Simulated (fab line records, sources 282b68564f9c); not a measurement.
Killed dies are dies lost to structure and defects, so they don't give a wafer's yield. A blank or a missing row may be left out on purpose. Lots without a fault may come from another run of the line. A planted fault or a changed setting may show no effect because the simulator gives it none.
A struck lot beside a sound one | flow rit_cmos | 18 steps out of a route of 202
Sound: wafers L405.1, L405.2, L405.6. Struck: wafers L403.2, L403.3, L403.5. The cause comes at the end.
At each step with rows: each side's tool, then ch and its chambers, then its first start. Under that, the readings that differ: sound wafers | struck wafers | difference of the means | sigmas: that difference in standard deviations of wafers without a fault.
alike: readings whose means differ by less than 2 such deviations, and words and numbers that are the same on both sides. not compared: withheld readings, readings that some wafer has no value for, bounds like >300 that may hide the same value, and numbers for which the record gives no deviation and whose values overlap.
The two part at a step that has a row with sigmas, a row that says differs or no value, or rows on one side only. Numbers that don't overlap but have no deviation are shown without sigmas and don't part them. A reading that every wafer of one side lacks parts them only if that side has two wafers or more.

first, 4 steps without rows for these wafers: RIT_NSD_SOFTBAKE_02 (time 60 s); RIT_NSD_EXPOSE_03 (exposes mask M9, target cd 40700 nm); RIT_NSD_PEB_04; RIT_NSD_DEVELOP_05 (develop time 50 s).
RIT_NSD_OVL_MEAS_06:
  sound on overlay-01, day 7 08:52; struck on overlay-02, day 7 00:48
  alike: NSD_OVL
then, 2 steps without rows for these wafers: RIT_NSD_HARDBAKE_07 (time 60 s); RIT_NSD_IMPLANT_08.
RIT_NSD_STRIP_09: strips in O2, time 180 s.
  sound on plasma_asher-04 ch 0,1, day 7 09:19; struck on plasma_asher-02 ch 0,1, day 7 01:08
  alike: chamber_pressure_mTorr, drypump_motor_current_A
  not compared: rf_hours_counter_h
RIT_NSD_TW_MEAS_10:
  sound on film_metro-02, day 7 09:29; struck on film_metro-03, day 7 01:19
  alike: NSD_TW
then, 3 steps without rows for these wafers: RIT_PSD_HMDS_00 (prime time 60 s); RIT_PSD_COAT_01 (resist thk 1000 nm); RIT_PSD_SOFTBAKE_02 (time 60 s).
RIT_PSD_EXPOSE_03: exposes mask M10, target cd 40900 nm.
  sound on iline_stepper-01 ch 0, day 7 10:11; struck on iline_stepper-02 ch 0, day 7 02:08
  reading                     | sound                   | struck         | difference | sigmas
  model.PSD.overlay_x_nm (nm) | -0.7245 -0.7245 -0.7245 | 3108 3108 3108 | +3109      |
  alike: mask
then, 2 steps without rows for these wafers: RIT_PSD_PEB_04; RIT_PSD_DEVELOP_05 (develop time 50 s).
RIT_PSD_OVL_MEAS_06:
  sound on overlay-01, day 7 10:35; struck on overlay-01, day 7 02:43
  reading      | sound          | struck               | difference | sigmas
  PSD_OVL (nm) | -2.4 -2.7 -3.3 | 3107.4 3107.4 3107.7 | +3110.3    | +99 or more
then, 1 step without rows for these wafers: RIT_PSD_HARDBAKE_07 (time 60 s).
RIT_M1_PROBE_99:
  sound on prober-02, day 7 19:25; struck on prober-02, day 7 12:17
  reading                                | sound | struck      | difference | sigmas
  killed_at_front_end                    | 3 4 5 | 228 209 215 | +213       | +69
  killed_dies                            | 3 4 5 | 228 209 215 | +213       | +67
  killed_on_rim                          | 0 3 2 | 59 60 58    | +57        | +38
  killed_short                           | 2 3 3 | 7 5 8       | +4         | +2
  model.etest.pmos_0p15.short            | 0 0 0 | 1 1 1       | +1         |
  model.etest.retro_edge_pmos.over_limit | 0 0 0 | 1 1 1       | +1         |
  model.etest.ring.no_ring               | 0 0 0 | 1 1 1       | +1         |
  model.etest.ring.over_limit            | 0 0 0 | 1 1 1       | +1         |
  model.etest.retro_edge_nmos.over_limit | 0 0 0 | 1 1 1       | +1         |
  model.etest.gate_end_array.over_limit  | 0 0 0 | 1 1 1       | +1         |
  model.etest.nmos_narrow.short          | 0 0 0 | 1 1 1       | +1         |
  model.etest.nmos_turned.short          | 0 0 0 | 1 1 1       | +1         |
  alike: killed_at_contacts, killed_open

WHERE THEY PART
First at RIT_PSD_OVL_MEAS_06; last, within this record, at RIT_M1_PROBE_99.

WHY: what the simulator had put in
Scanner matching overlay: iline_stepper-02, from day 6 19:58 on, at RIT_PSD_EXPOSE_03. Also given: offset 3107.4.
